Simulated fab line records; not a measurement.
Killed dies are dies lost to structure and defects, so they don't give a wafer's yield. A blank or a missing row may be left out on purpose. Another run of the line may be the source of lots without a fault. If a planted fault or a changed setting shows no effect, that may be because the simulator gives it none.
Code-filled problem report in 8D (eight disciplines) form -- flow berkeleyCmos170 -- the parts of the form that need people (team, actions taken, sign-off) are left out

== 1. THE PROBLEM ==
M3_AL_RS at UCB170_M3_RS_MEAS_02 reads a mean of 0.0210 ohm/sq on 2 wafers of 1 lot; wafers without a fault read 0.0321 ohm/sq with a standard deviation of 0.00036. Relative to the usual mean, that is a shift of -31 standard deviations.
The step: measures by four-point-probe.
First seen on wafer L417.1, day 9 10:13, on filmMetro-01. The record holds 39 wafers of 13 lots with a number at this step. Rule for "out" (also "out of limits"): further than 4 standard deviations from the usual mean. Any other wafer with a number is counted as sound.

== 2. WHAT IT IS AND WHAT IT IS NOT ==
question,is,is not
which readings at this step,M3_AL_RS,-
which lots,L417,"L408, L409, L413, L420, L421, L422, L423, L424, L425, L428, L429, L431"
which wafers of those lots,"L417.1, L417.6",L417.2
read on which gauges,filmMetro-01,"filmMetro-02, filmMetro-03"
when,from day 9 10:13,"up to then (10 sound wafers); but 27 sound wafers of L420, L421, L422, L423, L424, L425, L428, L429, L431 came after"

== 3. WHAT RULES OUT EACH SUSPECT ==
Counting: if a tool at a process step up to the reading ran every lot that is out, it stays a suspect. Sound lots after the first of them don't rule it out here, since some wafers of a struck lot are sound.
- the gauge at UCB170_M3_RS_MEAS_02: ruled out. All the wafers that are out were read on filmMetro-01, but those of them that UCB170_M3_METAL_ETCH_18 has rows for are out there too, on other tools.
- pvdSputter-02 at UCB170_M3_SPUTTER_01 (material Al, target thk 900 nm, time 120 s): kept. L417, the lot that is out, went through it at day 9 10:08; up to then, the latest sound lot through it was L409 at day 7 16:11.
Remaining after the count: pvdSputter-02 at UCB170_M3_SPUTTER_01.

== 4. THE CAUSE (what the simulator had put in) ==
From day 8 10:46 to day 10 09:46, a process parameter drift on pvdSputter-02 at UCB170_M3_SPUTTER_01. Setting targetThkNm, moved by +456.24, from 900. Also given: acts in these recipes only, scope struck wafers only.
The count eliminated every tool but this one.

== 5. THE EFFECT CHAIN, in route order ==
Each row: a reading whose mean over the struck wafers that have a number lies more than 3 standard deviations from the usual. Only readings for which the record gives a usual standard deviation are gone through. hours: the time from each lot's start at the first step in this table that gives one to its start at this step, as a median over the lots. sigmas: the change in usual standard deviations.
hours,step,reading,usual,on struck wafers,change,sigmas
0,UCB170_M3_RS_MEAS_02,M3_AL_RS,0.0321 ohm/sq,0.0210,-0.0110,-31
0,UCB170_M3_THK_MEAS_03,M3_AL_THK,895 nm,1352,+457,+46
2,UCB170_M3_METAL_ETCH_18,oesProductAu,0.851 a.u.,0.996,+0.145,+12
Here are the process steps it includes:
- UCB170_M3_METAL_ETCH_18: etches Al in Cl2/BCl3, stops on SiO2, target depth 1170 nm, time 195 s.

== 6. HOW IT WOULD HAVE BEEN CAUGHT EARLIER ==
In this record the first reading out of limits at a measuring or inspecting step was taken at day 9 10:13, 23 hours after the fault began at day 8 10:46.
An alarm limit of 4 standard deviations would not have fired on the tool readings at UCB170_M3_SPUTTER_01 for which the record gives a usual standard deviation, since none of them was out on any struck wafer.
Each of the lots that are out, 1 in all, had begun UCB170_M3_SPUTTER_01 on pvdSputter-02 no later than day 9 10:13. Had the tool been put on hold then, not one of them would have been saved.
